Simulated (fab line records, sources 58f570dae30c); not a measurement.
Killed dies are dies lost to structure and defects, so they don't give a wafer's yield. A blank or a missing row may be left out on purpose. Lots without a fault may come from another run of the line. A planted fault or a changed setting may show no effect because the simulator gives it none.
Which tool did it? | flow berkeley_cmos170 | 7 lots, 21 wafers sampled, at 3 steps of a route of 331

WHAT THE GAUGES READ, wafer by wafer
UCB170_M3_CD_MEAS_90: target cd 700 nm.
lot  | measured     | on        | cd_nm (nm)
L636 | day 8 20:07  | cd_sem-01 | 695.0 696.1 696.4
L639 | day 10 00:37 | cd_sem-01 | 702.9 702.9 699.2
L641 | day 10 09:50 | cd_sem-02 | 698.9 698.8 696.1
L647 | day 11 10:50 | cd_sem-01 | 690.3 690.2 700.6
L649 | day 12 12:26 | cd_sem-01 | 686.3 700.0 688.1
L652 | day 12 18:22 | cd_sem-02 | 698.1 699.3 698.3
L657 | day 13 22:40 | cd_sem-02 | 699.1 696.7 697.9

WHICH TOOL RAN EACH LOT (tool, then ch and the chambers of the sampled wafers, then the start)
lot  | UCB170_M3_METAL_ETCH_18           | UCB170_M3_STRIP_19
L636 | rie_metal-04 ch 0, day 8 19:40    | plasma_asher-04 ch 0,1, day 8 19:59
L639 | rie_metal-04 ch 1, day 10 00:16   | plasma_asher-02 ch 0,1, day 10 00:28
L641 | rie_metal-04 ch 0,1, day 10 09:32 | plasma_asher-04 ch 0,1, day 10 09:43
L647 | rie_metal-01 ch 0,1, day 11 10:34 | plasma_asher-02 ch 0,1, day 11 10:44
L649 | rie_metal-01 ch 0,1, day 12 12:08 | plasma_asher-04 ch 0,1, day 12 12:20
L652 | rie_metal-04 ch 0,1, day 12 18:05 | plasma_asher-04 ch 0,1, day 12 18:16
L657 | rie_metal-03 ch 0,1, day 13 22:23 | plasma_asher-02 ch 0,1, day 13 22:34
- UCB170_M3_METAL_ETCH_18: etches Al in Cl2/BCl3, stops on SiO2, target depth 1170 nm, time 195 s.
- UCB170_M3_STRIP_19: strips in O2.

THE ANSWER, worked out from the rows above alone
Rule: what is usual is taken from the lots themselves. Put in order of their means at a reading, lots are off if they are a third of the lots or fewer, leave a main group of 4 or more, and stand apart from it by a gap of 3 or more times the standard deviation of the main group's means; of several such gaps the widest counts. A main group whose means are all the same, to the digits that the tables above print for the reading, isn't used. A lot without any number at a reading at which 4 lots or more have one is off too. The other lots that the step has rows for count as sound.
No lot is off at any reading shown: from this, nothing can be told.

WHAT THE SIMULATOR HAD PUT IN
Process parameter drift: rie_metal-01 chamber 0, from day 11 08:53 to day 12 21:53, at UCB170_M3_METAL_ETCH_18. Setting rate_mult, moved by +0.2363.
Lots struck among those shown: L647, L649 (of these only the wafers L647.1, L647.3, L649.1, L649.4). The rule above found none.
